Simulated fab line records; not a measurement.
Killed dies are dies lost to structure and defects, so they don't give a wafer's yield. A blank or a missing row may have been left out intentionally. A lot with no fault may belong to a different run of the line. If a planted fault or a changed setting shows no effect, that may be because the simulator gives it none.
Which tool did it? || flow rit_cmos || 14 lots, 42 wafers sampled, at 2 steps of a route of 202

## WHAT THE GAUGES READ, wafer by wafer
RIT_FOX1_THK_MEAS_01.
{"lot": "L254", "measured": "day 1 18:01", "on": "film_metro-02", "FOX1_OXIDE_THK (nm)": "356 365 363"}
{"lot": "L255", "measured": "day 1 23:23", "on": "film_metro-01", "FOX1_OXIDE_THK (nm)": "366 364 364"}
{"lot": "L256", "measured": "day 2 03:14", "on": "film_metro-02", "FOX1_OXIDE_THK (nm)": "351 354 348"}
{"lot": "L257", "measured": "day 2 08:15", "on": "film_metro-01", "FOX1_OXIDE_THK (nm)": "364 358 356"}
{"lot": "L258", "measured": "day 2 16:09", "on": "film_metro-01", "FOX1_OXIDE_THK (nm)": "361 356 352"}
{"lot": "L259", "measured": "day 2 19:27", "on": "film_metro-02", "FOX1_OXIDE_THK (nm)": "350 352 354"}
{"lot": "L260", "measured": "day 2 23:17", "on": "film_metro-02", "FOX1_OXIDE_THK (nm)": "362 356 365"}
{"lot": "L262", "measured": "day 3 10:30", "on": "film_metro-01", "FOX1_OXIDE_THK (nm)": "346 343 348"}
{"lot": "L263", "measured": "day 3 14:20", "on": "film_metro-01", "FOX1_OXIDE_THK (nm)": "347 339 343"}
{"lot": "L267", "measured": "day 4 09:58", "on": "film_metro-01", "FOX1_OXIDE_THK (nm)": "304 305 300"}
{"lot": "L268", "measured": "day 4 15:56", "on": "film_metro-01", "FOX1_OXIDE_THK (nm)": "352 347 352"}
{"lot": "L270", "measured": "day 5 00:57", "on": "film_metro-01", "FOX1_OXIDE_THK (nm)": "318 325 316"}
{"lot": "L274", "measured": "day 5 21:29", "on": "film_metro-01", "FOX1_OXIDE_THK (nm)": "355 356 346"}
{"lot": "L277", "measured": "day 6 12:01", "on": "film_metro-02", "FOX1_OXIDE_THK (nm)": "363 365 366"}

## EACH LOT AND THE TOOL THAT RAN IT (in order: tool; ch and the chambers of the sampled wafers; start)
{"lot": "L254", "RIT_FOX1_OXIDATION_00": "furnace-04 ch 0, day 1 16:41"}
{"lot": "L255", "RIT_FOX1_OXIDATION_00": "furnace-04 ch 0, day 1 22:03"}
{"lot": "L256", "RIT_FOX1_OXIDATION_00": "furnace-04 ch 0, day 2 01:55"}
{"lot": "L257", "RIT_FOX1_OXIDATION_00": "furnace-04 ch 0, day 2 06:55"}
{"lot": "L258", "RIT_FOX1_OXIDATION_00": "furnace-04 ch 0, day 2 14:50"}
{"lot": "L259", "RIT_FOX1_OXIDATION_00": "furnace-04 ch 0, day 2 18:07"}
{"lot": "L260", "RIT_FOX1_OXIDATION_00": "furnace-04 ch 0, day 2 21:58"}
{"lot": "L262", "RIT_FOX1_OXIDATION_00": "furnace-03 ch 0, day 3 09:11"}
{"lot": "L263", "RIT_FOX1_OXIDATION_00": "furnace-03 ch 0, day 3 13:01"}
{"lot": "L267", "RIT_FOX1_OXIDATION_00": "furnace-03 ch 0, day 4 08:39"}
{"lot": "L268", "RIT_FOX1_OXIDATION_00": "furnace-04 ch 0, day 4 14:37"}
{"lot": "L270", "RIT_FOX1_OXIDATION_00": "furnace-03 ch 0, day 4 23:38"}
{"lot": "L274", "RIT_FOX1_OXIDATION_00": "furnace-04 ch 0, day 5 20:10"}
{"lot": "L277", "RIT_FOX1_OXIDATION_00": "furnace-04 ch 0, day 6 10:42"}
- RIT_FOX1_OXIDATION_00: target thk 350.7 nm, ox time 1130 s.

## WHAT THE TOOLS THEMSELVES READ (means of the sampled wafers that have a number; where no wafer has one, the mark that the record gives instead)
RIT_FOX1_OXIDATION_00.
{"lot": "L254", "tool": "furnace-04", "spike_tc_centre_C (C)": 1101.5, "spike_tc_load_C (C)": 1134, "spike_tc_source_C (C)": 1126.2, "tube_center_temp_C (C)": 1100, "tube_center_temp_C_max": 1103.0, "zone_power_centre_pct (%)": 48}
{"lot": "L255", "tool": "furnace-04", "spike_tc_centre_C (C)": 1100.5, "spike_tc_load_C (C)": 1133, "spike_tc_source_C (C)": 1126.5, "tube_center_temp_C (C)": 1100, "tube_center_temp_C_max": 1103.3, "zone_power_centre_pct (%)": 48}
{"lot": "L256", "tool": "furnace-04", "spike_tc_centre_C (C)": 1100.1, "spike_tc_load_C (C)": 1134, "spike_tc_source_C (C)": 1125.7, "tube_center_temp_C (C)": 1100, "tube_center_temp_C_max": 1103.0, "zone_power_centre_pct (%)": 48}
{"lot": "L257", "tool": "furnace-04", "spike_tc_centre_C (C)": 1100.8, "spike_tc_load_C (C)": 1134, "spike_tc_source_C (C)": 1127.0, "tube_center_temp_C (C)": 1100, "tube_center_temp_C_max": 1103.1, "zone_power_centre_pct (%)": 48}
{"lot": "L258", "tool": "furnace-04", "spike_tc_centre_C (C)": 1100.9, "spike_tc_load_C (C)": 1134, "spike_tc_source_C (C)": 1126.0, "tube_center_temp_C (C)": 1100, "tube_center_temp_C_max": 1102.4, "zone_power_centre_pct (%)": 48}
{"lot": "L259", "tool": "furnace-04", "spike_tc_centre_C (C)": 1100.0, "spike_tc_load_C (C)": 1134, "spike_tc_source_C (C)": 1126.9, "tube_center_temp_C (C)": 1100, "tube_center_temp_C_max": 1102.8, "zone_power_centre_pct (%)": 48}
{"lot": "L260", "tool": "furnace-04", "spike_tc_centre_C (C)": 1101.4, "spike_tc_load_C (C)": 1133, "spike_tc_source_C (C)": 1127.1, "tube_center_temp_C (C)": 1100, "tube_center_temp_C_max": 1103.0, "zone_power_centre_pct (%)": 48}
{"lot": "L262", "tool": "furnace-03", "spike_tc_centre_C (C)": 1102.4, "spike_tc_load_C (C)": 1124, "spike_tc_source_C (C)": 1127.9, "tube_center_temp_C (C)": 1100, "tube_center_temp_C_max": 1103.0, "zone_power_centre_pct (%)": 57}
{"lot": "L263", "tool": "furnace-03", "spike_tc_centre_C (C)": 1102.2, "spike_tc_load_C (C)": 1124, "spike_tc_source_C (C)": 1128.0, "tube_center_temp_C (C)": 1100, "tube_center_temp_C_max": 1102.8, "zone_power_centre_pct (%)": 57}
{"lot": "L267", "tool": "furnace-03", "spike_tc_centre_C (C)": 1077.9, "spike_tc_load_C (C)": 1100, "spike_tc_source_C (C)": 1101.8, "tube_center_temp_C (C)": 1075, "tube_center_temp_C_max": 1077.7, "zone_power_centre_pct (%)": 56}
{"lot": "L268", "tool": "furnace-04", "spike_tc_centre_C (C)": 1101.0, "spike_tc_load_C (C)": 1135, "spike_tc_source_C (C)": 1125.4, "tube_center_temp_C (C)": 1100, "tube_center_temp_C_max": 1102.8, "zone_power_centre_pct (%)": 48}
{"lot": "L270", "tool": "furnace-03", "spike_tc_centre_C (C)": 1077.8, "spike_tc_load_C (C)": 1098, "spike_tc_source_C (C)": 1102.7, "tube_center_temp_C (C)": 1075, "tube_center_temp_C_max": 1078.0, "zone_power_centre_pct (%)": 55}
{"lot": "L274", "tool": "furnace-04", "spike_tc_centre_C (C)": 1101.1, "spike_tc_load_C (C)": 1133, "spike_tc_source_C (C)": 1127.0, "tube_center_temp_C (C)": 1100, "tube_center_temp_C_max": 1103.0, "zone_power_centre_pct (%)": 48}
{"lot": "L277", "tool": "furnace-04", "spike_tc_centre_C (C)": 1100.6, "spike_tc_load_C (C)": 1133, "spike_tc_source_C (C)": 1126.7, "tube_center_temp_C (C)": 1100, "tube_center_temp_C_max": 1102.7, "zone_power_centre_pct (%)": 48}

## THE ANSWER, worked out from the rows above alone
Rule: the usual values come from the lots themselves. The widest of any qualifying gaps counts: lots, ordered by their means at a reading, are off when they make up no more than a third of the lots, leave a main group of 4 or more, and stand apart from it by 3 or more times the standard deviation of that group's means. A main group is skipped when, at the precision printed for the reading in the tables above, its means are all equal. A lot without any number at a reading at which 4 lots or more have one is off too. Any other lot the step has rows for is counted as sound. First the gauges in route order, then the tools' own readings, where a lot's mean is used as printed above. At the first step where some lot is off, the reading lying furthest off is the one used; lots without a number count as furthest.
Off: L267, L270, seen at RIT_FOX1_THK_MEAS_01 (FOX1_OXIDE_THK). For the main group the mean is 355 nm and the standard deviation 6.9.
A tool fits if, at a process step before that reading, it ran every lot that is off, and no sound lot after the first of them. Not tried: the gauges at RIT_FOX1_THK_MEAS_01; whatever is off there is also off at RIT_FOX1_OXIDATION_00, on other tools, and gauge error can't account for it. One fits: RIT_FOX1_OXIDATION_00 on furnace-03. A fault onset in the window from L263 (day 3 13:01, its last sound lot) to L267 (day 4 08:39, its first lot off) fits.
The tool's own readings at RIT_FOX1_OXIDATION_00 bear it out: on the lots that are off they differ by more than 5 times the standard deviation of the sound lots' means. spike_tc_centre_C reads 1077.8 C there against 1101.0 C on the sound lots; spike_tc_load_C reads 1099 C there against 1132 C on the sound lots; spike_tc_source_C reads 1102.2 C there against 1126.7 C on the sound lots; tube_center_temp_C reads 1075 C there against 1100 C on the sound lots; tube_center_temp_C_max reads 1077.8 there against 1102.9 on the sound lots.

## WHAT THE SIMULATOR HAD PUT IN
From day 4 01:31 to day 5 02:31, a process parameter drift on furnace-03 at RIT_FOX1_OXIDATION_00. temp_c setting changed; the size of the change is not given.
Struck lots among those shown: L267, L270. Same finding as the rule above.
